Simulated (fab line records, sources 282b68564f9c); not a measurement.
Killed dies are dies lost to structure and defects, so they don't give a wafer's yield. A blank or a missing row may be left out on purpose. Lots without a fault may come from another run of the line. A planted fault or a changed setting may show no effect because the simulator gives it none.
Which tool did it? | flow rit_cmos | 7 lots, 21 wafers sampled, at 2 steps of a route of 202

WHAT THE GAUGES READ, wafer by wafer
RIT_FOX1_THK_MEAS_01.
lot  | measured    | on            | FOX1_OXIDE_THK (nm)
L684 | day 2 09:52 | film_metro-03 | 343 357 351
L687 | day 3 03:29 | film_metro-02 | 356 354 360
L689 | day 3 10:51 | film_metro-02 | 344 347 344
L697 | day 5 03:22 | film_metro-03 | 345 342 346
L699 | day 5 12:23 | film_metro-03 | 397 399 395
L701 | day 5 22:25 | film_metro-01 | 351 357 352
L703 | day 6 08:44 | film_metro-03 | 349 349 349

WHICH TOOL RAN EACH LOT (tool, then ch and the chambers of the sampled wafers, then the start)
lot  | RIT_FOX1_OXIDATION_00
L684 | furnace-01 ch 0, day 2 08:32
L687 | furnace-01 ch 0, day 3 02:10
L689 | furnace-04 ch 0, day 3 09:31
L697 | furnace-03 ch 0, day 5 02:03
L699 | furnace-01 ch 0, day 5 11:03
L701 | furnace-03 ch 0, day 5 21:07
L703 | furnace-04 ch 0, day 6 07:25
- RIT_FOX1_OXIDATION_00: target thk 350.7 nm, ox time 1130 s.

THE ANSWER, worked out from the rows above alone
Rule: what is usual is taken from the lots themselves. Put in order of their means at a reading, lots are off if they are a third of the lots or fewer, leave a main group of 4 or more, and stand apart from it by a gap of 3 or more times the standard deviation of the main group's means; of several such gaps the widest counts. A main group whose means are all the same, to the digits that the tables above print for the reading, isn't used. A lot without any number at a reading at which 4 lots or more have one is off too. The other lots that the step has rows for count as sound.
Off: L699, at RIT_FOX1_THK_MEAS_01 (FOX1_OXIDE_THK). The main group: mean 350 nm, standard deviation 4.3.
A tool fits if, at a process step before that reading, it ran every lot that is off, and no sound lot after the first of them. The gauges at RIT_FOX1_THK_MEAS_01 are tried like those tools. One fits: furnace-01 at RIT_FOX1_OXIDATION_00. Its last sound lot is L687 (day 3 02:10), its first lot that is off L699 (day 5 11:03): a fault that began between those two fits.

WHAT THE SIMULATOR HAD PUT IN
Process parameter drift: furnace-01, from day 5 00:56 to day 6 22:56, at RIT_FOX1_OXIDATION_00. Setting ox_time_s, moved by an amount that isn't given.
Lots struck among those shown: L699. The rule above found the same.
